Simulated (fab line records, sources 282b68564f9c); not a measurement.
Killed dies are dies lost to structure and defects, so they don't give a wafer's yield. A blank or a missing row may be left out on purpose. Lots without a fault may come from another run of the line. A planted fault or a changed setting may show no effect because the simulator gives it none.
fab line records | flow rit_cmos
record lots=14 wafers=42 last_day=7
route steps=202 shown FOX2@27 GATE@83 SPACER@128 M1@202
lots that met no fault: from a run of the same line without faults
start_h: hours from the record's first day to the start of the lot's first wafer shown | wait_h: hours since the lot's step before | " the same as in the row above | L1.1+2: a row that stands for several wafers | - no value, or no start given | * or withheld: withheld | < > ~ a bound
route shown NAME@n: a module of which the file shows steps, and the number in the route of the first | usual: mean/standard deviation of fault-free wafers | same: alike in all rows | chamber/n: place in a boat | sites: the reading at each site | _std_site: their standard deviation | _edge_site: outer sites' mean less inner sites' | radius_mm: how far each site lies from the wafer's centre | mask NAME#n: copy n | behind: the tool/chamber that last shaped the wafer | hold: why the lot was held/for how many hours/how that ended | device: the transistor (n, p or np) that didn't switch | end of line: the same wafers' tests at the end of the route | a step without rows: its recipe alone | killed: dies lost to structure and defects at the first sort, not the wafer's yield | map: a wafer's dies, x killed, . not, _ none there
set.NAME: the setting as run; set.NAME@STEP: as run at that earlier step | model.NAME: the simulator's own value behind a step, which no gauge read
steps of the route over a sample of lots; a table a step, a row a wafer
## steps
# step RIT_FOX2_THK_MEAS_90
# recipe reads=SiO2_of_FOX2_OXIDATION_00
# usual FIELD_OXIDE_LEFT_1_THK=325/5.6
# columns lot.wafer tool chamber start_h wait_h FIELD_OXIDE_LEFT_1_THK[nm]
L734.4 film_metro-01 - 24.64 0.0 322
L734.5 " - " " 329
L734.6 " - " " 324
L735.2 film_metro-01 - 27.46 0.0 323
L735.5 " - " " 320
L735.6 " - " " 319
L736.1 film_metro-01 - 32.14 0.0 324
L736.5 " - " " 319
L736.6 " - " " 321
L738.2 film_metro-04 - 42.97 0.0 331
L738.4 " - " " 321
L738.5 " - " " 329
L740.1 film_metro-02 - 53.52 0.0 329
L740.3 " - " " 327
L740.5 " - " " 326
L741.4 film_metro-04 - 56.43 0.0 324
L741.5 " - " " 323
L741.6 " - " " 324
L742.1 film_metro-02 - 61.42 0.0 334
L742.4 " - " " 331
L742.6 " - " " 334
L746.1 film_metro-01 - 83.66 0.0 325
L746.4 " - " " 322
L746.6 " - " " 322
L748.1 film_metro-01 - 93.60 0.0 323
L748.5 " - " " 320
L748.6 " - " " 322
L753.1 film_metro-04 - 117.74 0.0 328
L753.2 " - " " 319
L753.4 " - " " 324
L754.2 film_metro-01 - 123.35 0.0 323
L754.4 " - " " 325
L754.6 " - " " 330
L755.1 film_metro-04 - 127.04 0.0 323
L755.4 " - " " 327
L755.6 " - " " 327
L756.1 film_metro-01 - 131.11 0.0 312
L756.2 " - " " 311
L756.5 " - " " 313
L757.2 film_metro-01 - 139.55 0.0 327
L757.3 " - " " 325
L757.4 " - " " 328
# step RIT_GATE_THK_MEAS_07
# recipe reads=SiO2_of_GATE_OXIDATION_05
# usual GATE_OXIDE_THK=3.03/0.063
# columns lot.wafer tool chamber start_h wait_h GATE_OXIDE_THK[nm]
L734.4 film_metro-04 - 42.36 0.0 3.17
L734.5 " - " " 3.01
L734.6 " - " " 3.04
L735.2 film_metro-04 - 43.76 0.0 3.01
L735.5 " - " " 2.97
L735.6 " - " " 3.05
L736.1 film_metro-01 - 54.21 0.0 2.99
L736.5 " - " " 2.93
L736.6 " - " " 3.02
L738.2 film_metro-01 - 57.31 0.0 3.20
L738.4 " - " " 3.11
L738.5 " - " " 3.10
L740.1 film_metro-01 - 70.91 0.0 3.11
L740.3 " - " " 3.08
L740.5 " - " " 3.03
L741.4 film_metro-01 - 75.19 0.0 3.11
L741.5 " - " " 3.04
L741.6 " - " " 3.02
L742.1 film_metro-01 - 78.42 0.0 3.01
L742.4 " - " " 3.02
L742.6 " - " " 2.96
L746.1 film_metro-01 - 102.84 0.0 3.08
L746.4 " - " " 2.95
L746.6 " - " " 2.98
L748.1 film_metro-01 - 114.06 0.0 2.95
L748.5 " - " " 2.95
L748.6 " - " " 2.98
L753.1 film_metro-04 - 135.98 0.0 3.13
L753.2 " - " " 3.04
L753.4 " - " " 3.04
L754.2 film_metro-04 - 139.20 0.0 3.07
L754.4 " - " " 2.99
L754.6 " - " " 3.04
L755.1 film_metro-04 - 141.25 0.0 3.08
L755.4 " - " " 3.01
L755.6 " - " " 3.00
L756.1 film_metro-02 - 151.79 0.1 3.02
L756.2 " - " " 3.02
L756.5 " - " " 3.01
L757.2 film_metro-04 - 154.39 0.0 3.06
L757.3 " - " " 2.93
L757.4 " - " " 2.99
# step RIT_GATE_THK_MEAS_09
# recipe reads=poly-Si_of_GATE_CVD_08
# usual GATE_POLY_THK=249.8/1.8
# columns lot.wafer tool chamber start_h wait_h GATE_POLY_THK[nm]
L734.4 film_metro-02 - 44.85 0.0 252.3
L734.5 " - " " 252.8
L734.6 " - " " 252.7
L735.2 film_metro-04 - 46.32 0.0 248.8
L735.5 " - " " 248.0
L735.6 " - " " 249.1
L736.1 film_metro-01 - 56.69 0.0 250.6
L736.5 " - " " 249.3
L736.6 " - " " 252.5
L738.2 film_metro-02 - 58.99 0.0 248.7
L738.4 " - " " 248.9
L738.5 " - " " 249.1
L740.1 film_metro-01 - 73.11 0.0 248.7
L740.3 " - " " 249.6
L740.5 " - " " 253.5
L741.4 film_metro-01 - 76.87 0.0 250.8
L741.5 " - " " 251.7
L741.6 " - " " 253.2
L742.1 film_metro-02 - 81.26 0.0 251.3
L742.4 " - " " 247.6
L742.6 " - " " 250.5
L746.1 film_metro-01 - 105.10 0.0 246.6
L746.4 " - " " 249.1
L746.6 " - " " 246.5
L748.1 film_metro-01 - 116.54 0.0 247.4
L748.5 " - " " 248.9
L748.6 " - " " 249.8
L753.1 film_metro-01 - 137.65 0.0 249.9
L753.2 " - " " 249.9
L753.4 " - " " 250.8
L754.2 film_metro-01 - 140.96 0.0 247.0
L754.4 " - " " 247.4
L754.6 " - " " 245.5
L755.1 film_metro-01 - 142.93 0.0 249.3
L755.4 " - " " 250.4
L755.6 " - " " 250.0
L756.1 film_metro-04 - 153.47 0.0 248.5
L756.2 " - " " 250.7
L756.5 " - " " 249.6
L757.2 film_metro-02 - 156.24 0.0 249.3
L757.3 " - " " 245.8
L757.4 " - " " 246.4
# step RIT_SPACER_CVD_03
# recipe material=Si3N4 target_thk_nm=250 temp_c=810 precursor=SiH2Cl2/NH3 time_s=3300 pressure_mtorr=300 sih2cl2_flow_sccm=60 nh3_flow_sccm=150
# usual spike_tc_centre_C=812.1/1.8 spike_tc_load_C=832.1/2 spike_tc_source_C=831.3/2.6 susceptor_temp_C=809.9/0.33
# columns lot.wafer tool chamber start_h wait_h spike_tc_centre_C spike_tc_load_C spike_tc_source_C susceptor_temp_C
L734.4 lpcvd-01 1 55.40 1.1 813.9 832.6 829.3 809.9
L734.5 " 1 " " 812.3 834.1 827.7 810.0
L734.6 " 1 " " 813.5 833.2 828.9 810.0
L735.2 lpcvd-02 1 58.53 0.8 808.6 832.6 834.8 810.6
L735.5 " 1 " " 808.5 833.4 833.7 810.4
L735.6 " 1 " " 810.3 833.1 834.6 809.8
L736.1 lpcvd-01 1 65.04 0.0 813.8 834.5 829.4 809.6
L736.5 " 1 " " 814.3 832.1 827.2 809.7
L736.6 " 1 " " 815.2 831.7 826.9 809.9
L738.2 lpcvd-02 0 69.58 0.0 814.3 834.4 833.7 809.5
L738.4 " 0 " " 811.9 836.3 833.9 810.2
L738.5 " 0 " " 812.0 835.4 832.2 809.2
L740.1 lpcvd-01 1 81.47 0.0 814.0 830.7 828.4 810.1
L740.3 " 1 " " 812.6 832.1 829.7 810.0
L740.5 " 1 " " 812.9 832.9 827.5 809.9
L741.4 lpcvd-01 0 85.01 0.0 813.1 828.2 829.9 810.0
L741.5 " 0 " " 811.7 829.9 830.5 809.4
L741.6 " 0 " " 812.9 830.9 831.3 810.2
L742.1 lpcvd-01 1 91.99 0.0 857.4 879.6 874.5 854.8
L742.4 " 1 " " 859.4 879.3 874.7 854.7
L742.6 " 1 " " 859.9 878.3 872.8 854.5
L746.1 lpcvd-01 1 115.32 0.0 859.4 879.9 874.1 855.1
L746.4 " 1 " " 857.2 878.2 872.0 855.0
L746.6 " 1 " " 858.9 878.5 875.9 855.1
L748.1 lpcvd-02 1 124.46 0.0 810.0 832.7 833.8 810.8
L748.5 " 1 " " 808.7 832.4 833.3 810.2
L748.6 " 1 " " 808.1 831.6 833.4 809.6
L753.1 lpcvd-02 1 145.70 0.0 810.5 832.0 834.8 809.8
L753.2 " 1 " " 808.8 832.6 834.0 810.2
L753.4 " 1 " " 809.2 832.6 835.4 809.6
L754.2 lpcvd-02 1 150.24 0.0 809.9 834.1 833.7 809.9
L754.4 " 1 " " 809.5 832.9 835.2 810.0
L754.6 " 1 " " 809.7 832.4 833.9 810.2
L755.1 lpcvd-02 1 152.70 0.0 809.8 832.8 833.9 809.6
L755.4 " 1 " " 809.5 832.7 834.1 810.5
L755.6 " 1 " " 810.6 831.1 833.4 809.9
L756.1 lpcvd-02 1 162.21 0.0 810.4 833.0 834.7 809.9
L756.2 " 1 " " 810.0 833.3 833.7 809.8
L756.5 " 1 " " 811.2 832.6 832.8 810.3
L757.2 lpcvd-02 0 164.61 0.0 812.4 832.7 834.2 810.3
L757.3 " 0 " " 811.4 835.3 833.7 809.7
L757.4 " 0 " " 810.2 833.8 833.0 809.1
# step RIT_SPACER_THK_MEAS_04
# recipe reads=Si3N4_of_SPACER_CVD_03
# usual SPACER_NITRIDE_THK=249.3/2.1
# columns lot.wafer tool chamber start_h wait_h hold SPACER_NITRIDE_THK[nm]
L734.4 film_metro-03 - 57.35 0.0 - 249.0
L734.5 " - " " - 249.6
L734.6 " - " " - 248.2
L735.2 film_metro-01 - 60.46 0.0 - 253.3
L735.5 " - " " - 253.0
L735.6 " - " " - 252.7
L736.1 film_metro-03 - 66.96 0.0 - 249.8
L736.5 " - " " - 253.5
L736.6 " - " " - 250.7
L738.2 film_metro-03 - 71.51 0.0 - 250.5
L738.4 " - " " - 254.3
L738.5 " - " " - 251.1
L740.1 film_metro-01 - 84.35 0.0 - 249.9
L740.3 " - " " - 250.9
L740.5 " - " " - 250.2
L741.4 film_metro-01 - 87.91 0.0 - 246.1
L741.5 " - " " - 247.3
L741.6 " - " " - 247.9
L742.1 film_metro-03 - 93.91 0.0 await_dispo/0.2h/release 422.2
L742.4 " - " " await_dispo/0.2h/release 425.3
L742.6 " - " " await_dispo/0.2h/release 422.4
L742.1 film_metro-03 - 94.14 0.2 - 422.6
L742.4 " - " " - 425.2
L742.6 " - " " - 422.1
L746.1 film_metro-01 - 117.24 0.0 await_dispo/0.2h/release 419.6
L746.4 " - " " await_dispo/0.2h/release 419.5
L746.6 " - " " await_dispo/0.2h/release 420.0
L746.1 film_metro-01 - 117.47 0.2 - 419.6
L746.4 " - " " - 419.1
L746.6 " - " " - 419.7
L748.1 film_metro-04 - 127.34 0.0 - 248.6
L748.5 " - " " - 251.3
L748.6 " - " " - 247.4
L753.1 film_metro-04 - 147.62 0.0 - 250.8
L753.2 " - " " - 250.6
L753.4 " - " " - 251.6
L754.2 film_metro-03 - 152.17 0.0 - 246.7
L754.4 " - " " - 247.9
L754.6 " - " " - 245.5
L755.1 film_metro-03 - 154.61 0.0 - 247.0
L755.4 " - " " - 247.0
L755.6 " - " " - 247.4
L756.1 film_metro-03 - 164.12 0.0 - 250.1
L756.2 " - " " - 247.0
L756.5 " - " " - 250.4
L757.2 film_metro-01 - 166.54 0.0 - 248.0
L757.3 " - " " - 249.6
L757.4 " - " " - 249.6
# step RIT_M1_PROBE_99
# usual defect_limited_yield=97.5/1.1 killed_at_M0_to_M3=0.0/0.12 killed_at_contacts=0.0/0.22 killed_at_front_end=6.5/2.8 killed_dies=6.5/2.8 killed_open=3.2/1.8 killed_short=3.3/2 sort_bin_3_pad_short=0.1/0.23 sort_bin_5_function=1.5/0.77 sort_bin_6_memory=0.9/0.6 sort_n_pass=257.5/2.8 sort_yield_pct=97.5/1.1
# same gross_dies=264 killed_at_M4_up=0 killed_at_back_side=0 killed_at_other=0
# columns lot.wafer tool chamber start_h wait_h defect_limited_yield[%] killed_at_M0_to_M3 killed_at_contacts killed_at_front_end killed_dies killed_open killed_short sort_bin_3_pad_short[%] sort_bin_5_function[%] sort_bin_6_memory[%] sort_n_pass sort_yield_pct[%]
L735.2 prober-02 - 71.76 0.1 98.1 0 0 5 5 0 5 0 0.4 1.5 259.0 98.1
L735.5 prober-02 - 71.91 0.2 98.5 0 0 4 4 1 3 0 1.5 0 260.0 98.5
L735.6 prober-02 - 71.96 0.2 97.7 0 0 6 6 1 5 0 1.9 0.4 258.0 97.7
L740.1 prober-01 - 95.31 0.1 99.2 0 0 2 2 2 0 0 0.8 0 262.0 99.2
L740.3 prober-01 - 95.41 0.2 98.1 0 0 5 5 3 2 0 1.1 0.8 259.0 98.1
L740.5 prober-01 - 95.51 0.2 98.5 0 0 4 4 3 1 0 0.8 0.8 260.0 98.5
L741.4 prober-02 - 99.05 0.2 98.9 0 0 3 3 0 3 0.4 0 0.8 261.0 98.9
L741.5 prober-02 - 99.10 0.2 98.1 0 0 5 5 3 2 0 1.5 0.4 259.0 98.1
L741.6 prober-02 - 99.15 0.2 95.8 0 0 11 11 4 7 0.4 3.0 0.8 253.0 95.8
L757.2 prober-02 - 177.58 0.1 96.6 0 0 9 9 4 5 0.4 2.3 0.8 255.0 96.6
L757.3 prober-02 - 177.63 0.2 100.0 0 0 0 0 0 0 0 0 0 264.0 100.0
L757.4 prober-02 - 177.68 0.2 97.0 0 0 8 8 2 6 0 1.1 1.9 256.0 97.0
# killed by level:class
L735.2 GATE:geometric_particle:short=4 SILICIDE:geometric_particle:short=1
L735.5 GATE:geometric_particle:short=2 FOX1:geometric_particle:short=1 SPACER:geometric_particle:open=1
L735.6 SPACER:geometric_particle:short=2 FOX1:geometric_particle:short=1 GATE:geometric_particle:short=1 GATE:geometric_particle:open=1 REOX:geometric_particle:short=1
L740.1 GATE:geometric_particle:open=2
L740.3 FOX1:geometric_particle:open=2 FOX1:geometric_particle:short=1 FOX2:geometric_particle:open=1 REOX:geometric_particle:short=1
L740.5 GATE:geometric_particle:open=2 FOX2:geometric_particle:short=1 SILICIDE:geometric_particle:open=1
L741.4 SILICIDE:geometric_particle:short=2 SPACER:geometric_particle:short=1
L741.5 GATE:geometric_particle:open=2 FOX1:geometric_particle:short=1 REOX:geometric_particle:open=1 REOX:geometric_particle:short=1
L741.6 FOX1:geometric_particle:short=3 FOX2:geometric_particle:short=3 GATE:geometric_particle:open=2 ACTIVE:geometric_particle:open=1 GATE:geometric_particle:short=1 SILICIDE:geometric_particle:open=1
L757.2 GATE:geometric_particle:short=4 SILICIDE:geometric_particle:open=2 GATE:geometric_particle:open=1 REOX:geometric_particle:open=1 SPACER:geometric_particle:short=1
L757.4 GATE:geometric_particle:short=2 REOX:geometric_particle:short=2 FOX2:geometric_particle:short=1 FOX2:geometric_particle:open=1 REOX:geometric_particle:open=1 SPACER:geometric_particle:short=1
## key
first_sign step=RIT_SPACER_CVD_03 reading=susceptor_temp_C direction=up sigmas=99+ usual=* struck=*
effect step=RIT_SPACER_CVD_03 reading=spike_tc_centre_C direction=up sigmas=26 usual=812.1 struck=858.7
effect step=RIT_SPACER_THK_MEAS_04 reading=visit direction=added
effect step=RIT_SPACER_THK_MEAS_04 reading=SPACER_NITRIDE_THK direction=up sigmas=84 usual=249.3 struck=421.5
met_at RIT_SPACER_CVD_03
struck_lots L742,L746
struck_wafers L742.1,L742.4,L742.6,L746.1,L746.4,L746.6
scrapped_behind RIT_SPACER_THK_MEAS_04 L742.1,L742.4,L742.6,L746.1,L746.4,L746.6
not_acting_at RIT_FOX2_THK_MEAS_90,RIT_GATE_THK_MEAS_07,RIT_GATE_THK_MEAS_09
onset_between 81.47 91.99
fault kind=process_parameter_drift tool=lpcvd-01 chamber=1 onset_h=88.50 steps=RIT_SPACER_CVD_03 channel=temp_c offset=* shape=step end_h=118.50 acts_in=* stated=*
